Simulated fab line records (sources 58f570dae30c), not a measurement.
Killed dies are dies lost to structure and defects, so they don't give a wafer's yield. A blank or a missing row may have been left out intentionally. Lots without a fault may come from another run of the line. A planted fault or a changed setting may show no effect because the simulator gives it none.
The tool behind it: which one? | flow berkeleyCmos170 | 15 lots with 45 wafers sampled at 5 steps, on a route of 331 steps

## WHAT THE GAUGES SHOWED, per wafer
UCB170_ACTIVE_THK_MEAS_03. Usual: ACTIVE_OXIDE_THK 26.4 nm, standard deviation 0.67.
lot  | measured    | on           | ACTIVE_OXIDE_THK (nm) | flag
L753 | day 4 12:46 | filmMetro-04 | 27.1 26.7 27.0        | 
L752 | day 4 12:44 | filmMetro-03 | 26.7 26.8 26.6        | 
L756 | day 5 10:59 | filmMetro-03 | 40.0 39.3 39.9        | OFF
L755 | day 5 06:38 | filmMetro-04 | 26.1 26.3 25.8        | 
L760 | day 6 03:34 | filmMetro-03 | 26.9 27.3 26.7        | 
L761 | day 6 06:06 | filmMetro-01 | 40.6 40.2 39.6        | OFF
L766 | day 7 13:14 | filmMetro-03 | 39.7 39.8 39.6        | OFF
L768 | day 7 17:58 | filmMetro-04 | 25.8 25.8 25.3        | 
L767 | day 7 17:57 | filmMetro-03 | 25.0 25.0 25.3        | 
L769 | day 7 18:01 | filmMetro-03 | 25.5 26.0 26.0        | 
L771 | day 8 05:04 | filmMetro-01 | 26.8 26.4 26.9        | 
L773 | day 8 15:46 | filmMetro-03 | 26.5 26.8 27.0        | 
L772 | day 8 15:45 | filmMetro-04 | 26.3 26.8 26.7        | 
L774 | day 8 15:46 | filmMetro-01 | 26.1 26.6 26.1        | 
L775 | day 9 05:02 | filmMetro-04 | 26.7 25.6 26.5        | 

UCB170_GATE_THK_MEAS_02. Usual: GATE_OXIDE_THK 6.54 nm, standard deviation 0.13.
lot  | measured     | on           | GATE_OXIDE_THK (nm) | flag
L753 | day 6 18:51  | filmMetro-03 | 6.52 6.57 6.50      | 
L752 | day 6 18:50  | filmMetro-01 | 6.65 6.70 6.67      | 
L756 | day 7 09:34  | filmMetro-02 | 6.34 6.42 6.43      | 
L755 | day 7 09:38  | filmMetro-02 | 6.47 6.47 6.46      | 
L760 | day 8 09:55  | filmMetro-01 | 6.68 6.51 6.51      | 
L761 | day 8 09:58  | filmMetro-01 | 6.56 6.66 6.59      | 
L766 | day 9 17:51  | filmMetro-02 | 6.65 6.66 6.58      | 
L768 | day 10 02:53 | filmMetro-02 | 6.57 6.65 6.65      | 
L767 | day 10 02:51 | filmMetro-03 | 6.57 6.54 6.60      | 
L769 | day 10 02:52 | filmMetro-01 | 6.74 6.61 6.76      | 
L771 | day 10 10:34 | filmMetro-02 | 6.46 6.48 6.46      | 
L773 | day 11 06:55 | filmMetro-02 | 6.70 6.58 6.55      | 
L772 | day 11 06:54 | filmMetro-01 | 6.34 6.19 6.31      | 
L774 | day 11 06:55 | filmMetro-03 | 6.41 6.35 6.41      | 
L775 | day 11 17:35 | filmMetro-03 | 6.64 6.44 6.56      | 

UCB170_PSD_OVL_MEAS_07. Usual: PSD_OVL 0 nm, standard deviation 5.2.
lot  | measured     | on         | PSD_OVL (nm) | flag
L753 | day 7 16:59  | overlay-01 | -6 -2 0      | 
L752 | day 7 17:05  | overlay-02 | -4 5 0       | 
L756 | day 8 07:19  | overlay-01 | 4 5 15       | 
L755 | day 8 07:33  | overlay-01 | 1 -1 7       | 
L760 | day 9 09:45  | overlay-02 | 4 3 2        | 
L761 | day 9 10:17  | overlay-01 | 2 4 8        | 
L766 | day 10 16:58 | overlay-02 | -6 -4 -5     | 
L768 | day 10 22:48 | overlay-01 | -8 -4 -8     | 
L767 | day 10 22:43 | overlay-02 | 4 3 1        | 
L769 | day 10 22:27 | overlay-01 | 0 4 -3       | 
L771 | day 11 08:47 | overlay-01 | -4 -7 -1     | 
L773 | day 12 08:20 | overlay-02 | -6 -4 0      | 
L772 | day 12 08:16 | overlay-01 | -8 0 -7      | 
L774 | day 12 08:33 | overlay-01 | -12 -2 -4    | 
L775 | day 12 12:59 | overlay-02 | -9 -2 1      | 

## EACH LOT AND THE TOOL THAT RAN IT (in order: tool; ch and the chambers of the sampled wafers; start)
lot  | UCB170_PWELL_ETCH_14             | UCB170_ACTIVE_OXIDATION_02
L753 | rieDiel-01 ch 0,1,2, day 3 08:28 | furnace-02 ch 0, day 4 11:23
L752 | rieDiel-02 ch 1,2,3, day 3 08:45 | furnace-02 ch 0, day 4 11:23
L756 | rieDiel-02 ch 0,1,2, day 4 00:17 | furnace-01 ch 0, day 5 05:17
L755 | rieDiel-01 ch 1,2,3, day 4 00:29 | furnace-01 ch 0, day 5 05:17
L760 | rieDiel-03 ch 2,3, day 5 01:34   | furnace-04 ch 0, day 6 02:09
L761 | rieDiel-02 ch 0,2, day 5 05:44   | furnace-04 ch 0, day 6 02:09
L766 | rieDiel-02 ch 1,2,3, day 6 07:58 | furnace-01 ch 0, day 7 09:34 and furnace-04 ch 0, day 7 11:53
L768 | rieDiel-01 ch 0,2,3, day 6 12:20 | furnace-01 ch 0, day 7 16:36
L767 | rieDiel-01 ch 0,1, day 6 12:42   | furnace-01 ch 0, day 7 16:36
L769 | rieDiel-01 ch 0,2,3, day 6 19:54 | furnace-01 ch 0, day 7 16:36
L771 | rieDiel-02 ch 0,1,3, day 7 09:07 | furnace-04 ch 0, day 8 03:43
L773 | rieDiel-02 ch 2,3, day 7 16:16   | furnace-01 ch 0, day 8 14:24
L772 | rieDiel-01 ch 1,3, day 7 16:37   | furnace-01 ch 0, day 8 14:24
L774 | rieDiel-03 ch 1,2, day 7 16:38   | furnace-01 ch 0, day 8 14:24
L775 | rieDiel-03 ch 0,1,3, day 8 04:04 | furnace-02 ch 0, day 9 03:41
- UCB170_PWELL_ETCH_14: etches Si3N4 in CH3F/Ar/O2, stops on SiO2, target depth 242 nm, time 151 s.
- UCB170_ACTIVE_OXIDATION_02: target thk 26.4 nm, ox time 1260 s.

## WHAT THE TOOLS THEMSELVES READ (means of the sampled wafers that have a number; where no wafer has one, the mark that the record gives instead)
UCB170_PWELL_ETCH_14. Usual: O2_flow_sccm 6.999 sccm, standard deviation 0.02; drypumpMotorCurrentA 5.6 A, standard deviation 0.38; oesProductAu 0.936 a.u., standard deviation 0.015; throttleValvePct 8.07 %, standard deviation 0.17.
lot  | tool       | O2_flow_sccm (sccm) | drypumpMotorCurrentA (A) | oesProductAu (a.u.) | throttleValvePct (%) | flag
L753 | rieDiel-01 | 6.995               | 5.5                      | 0.930               | 8.08                 | 
L752 | rieDiel-02 | 6.994               | 6.0                      | 0.935               | 8.01                 | 
L756 | rieDiel-02 | 6.999               | 5.8                      | 0.945               | 8.06                 | 
L755 | rieDiel-01 | 6.985               | 5.4                      | 0.934               | 8.07                 | 
L760 | rieDiel-03 | 7.003               | 5.6                      | 0.928               | 8.18                 | 
L761 | rieDiel-02 | 6.960               | 5.7                      | 0.935               | 7.94                 | 
L766 | rieDiel-02 | 6.989               | 6.0                      | 0.934               | 8.00                 | 
L768 | rieDiel-01 | 7.030               | 5.5                      | 0.940               | 8.21                 | 
L767 | rieDiel-01 | 7.020               | 5.5                      | 0.941               | 8.13                 | 
L769 | rieDiel-01 | 6.999               | 5.5                      | 0.938               | 8.19                 | 
L771 | rieDiel-02 | 6.991               | 6.2                      | 0.946               | 7.98                 | 
L773 | rieDiel-02 | 6.999               | 5.7                      | 0.946               | 7.92                 | 
L772 | rieDiel-01 | 6.995               | 5.2                      | 0.923               | 7.99                 | 
L774 | rieDiel-03 | 7.009               | 5.4                      | 0.939               | 8.08                 | 
L775 | rieDiel-03 | 6.995               | 5.8                      | 0.939               | 8.05                 | 

UCB170_ACTIVE_OXIDATION_02. Usual: zonePowerCentrePct 49.0 %, standard deviation 0.88; zonePowerLoadPct 35.2 %, standard deviation 1.7.
lot  | tool                  | zonePowerCentrePct (%) | zonePowerLoadPct (%) | flag
L753 | furnace-02            | 47.7                   | 33.9                 | 
L752 | furnace-02            | 48.7                   | 34.2                 | 
L756 | furnace-01            | 48.5                   | 36.9                 | 
L755 | furnace-01            | 48.8                   | 37.1                 | 
L760 | furnace-04            | 49.9                   | 33.6                 | 
L761 | furnace-04            | 49.5                   | 33.7                 | 
L766 | furnace-01/furnace-04 | 49.1                   | 35.2                 | 
L768 | furnace-01            | 48.5                   | 36.6                 | 
L767 | furnace-01            | 49.0                   | 36.9                 | 
L769 | furnace-01            | 49.1                   | 36.6                 | 
L771 | furnace-04            | 50.4                   | 33.3                 | 
L773 | furnace-01            | 49.1                   | 36.8                 | 
L772 | furnace-01            | 48.3                   | 36.9                 | 
L774 | furnace-01            | 48.5                   | 37.2                 | 
L775 | furnace-02            | 47.8                   | 33.9                 | 

## THE ANSWER, worked out from the rows above alone
Rule: take the mean of a lot's wafers that have a number; if it is more than 3 standard deviations from the usual mean, the lot is off. A lot without any number at a reading at which 4 lots or more have one is off too. All remaining lots with rows at the step are treated as sound. Order of review: gauges by route order, followed by the tools' own readings, for which a lot's mean as printed above is used. At the first step where some lot is off, the reading lying furthest off is the one used; lots without a number count as furthest.
Off: L756, L761, L766, seen at UCB170_ACTIVE_THK_MEAS_03 (ACTIVE_OXIDE_THK).
If a tool, at a process step before that reading, ran all the lots that are off and no sound lot after the first of them, it fits. Gauges at UCB170_ACTIVE_THK_MEAS_03: tried the same way as those tools. None of those tried fits.

## WHAT THE SIMULATOR HAD INSERTED
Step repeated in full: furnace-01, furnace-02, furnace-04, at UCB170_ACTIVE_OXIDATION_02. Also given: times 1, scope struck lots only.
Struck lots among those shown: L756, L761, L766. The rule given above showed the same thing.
